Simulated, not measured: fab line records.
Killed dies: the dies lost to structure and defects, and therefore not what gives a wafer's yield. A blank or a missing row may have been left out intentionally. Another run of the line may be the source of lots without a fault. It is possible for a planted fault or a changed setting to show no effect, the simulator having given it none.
Which tool is to blame? ; flow berkeley_cmos170 ; 7 lots with 21 wafers sampled at 2 steps, on a route of 331 steps

== WHAT EACH GAUGE READ, for each wafer ==
UCB170_V2_THK_MEAS_01.
lot;measured;on;V2_TEOS_THK (nm)
L671;day 9 02:35;film_metro-04;1958 2010 1994
L673;day 9 12:08;film_metro-04;1970 1979 2010
L676;day 9 23:05;film_metro-04;1960 1983 1988
L678;day 10 12:56;film_metro-04;1967 2008 1994
L682;day 11 04:37;film_metro-04;2019 1979 1966
L686;day 12 23:29;film_metro-01;1804 1821 1834 1805 1819 1833
L692;day 14 20:59;film_metro-02;1948 1966 1990

== WHAT TOOL EACH LOT RAN ON (gives the tool, then ch and the chambers of the sampled wafers, and finally the start) ==
lot;UCB170_V2_CVD_00
L671;pecvd-01 ch 0,1,2, day 9 02:24
L673;pecvd-01 ch 0,2, day 9 11:58
L676;pecvd-02 ch 1,2, day 9 22:55
L678;pecvd-01 ch 0,1, day 10 12:47
L682;pecvd-01 ch 0,1,2, day 11 04:28
L686;pecvd-01 ch 0,1,2, day 12 23:20
L692;pecvd-03 ch 0,1, day 14 20:50
- UCB170_V2_CVD_00: deposits SiO2 from TEOS/O2, target thk 2000 nm, time 250 s.

== THE ANSWER, worked out from the rows above alone ==
Rule: what is usual is taken from the lots themselves. The widest of any qualifying gaps counts: lots, ordered by their means at a reading, are off when they make up no more than a third of the lots, leave a main group of 4 or more, and stand apart from it by 3 or more times the standard deviation of that group's means. If all means in a main group match to the digits the tables above print for the reading, that group is not used. A lot without any number at a reading at which 4 lots or more have one is off too. Where the step has rows for the other lots, those lots are counted as sound.
Off: at UCB170_V2_THK_MEAS_01 (V2_TEOS_THK), L686. The main group has a mean of 1983 nm with a standard deviation of 7.7.
If a tool, at a process step before that reading, ran all the lots that are off and no sound lot after the first of them, it fits. The gauges at UCB170_V2_THK_MEAS_01 are tried like those tools. Can't be told from this: 2 tools fit, pecvd-01 at UCB170_V2_CVD_00, film_metro-01 at UCB170_V2_THK_MEAS_01.

== WHAT HAD BEEN PUT IN BY THE SIMULATOR ==
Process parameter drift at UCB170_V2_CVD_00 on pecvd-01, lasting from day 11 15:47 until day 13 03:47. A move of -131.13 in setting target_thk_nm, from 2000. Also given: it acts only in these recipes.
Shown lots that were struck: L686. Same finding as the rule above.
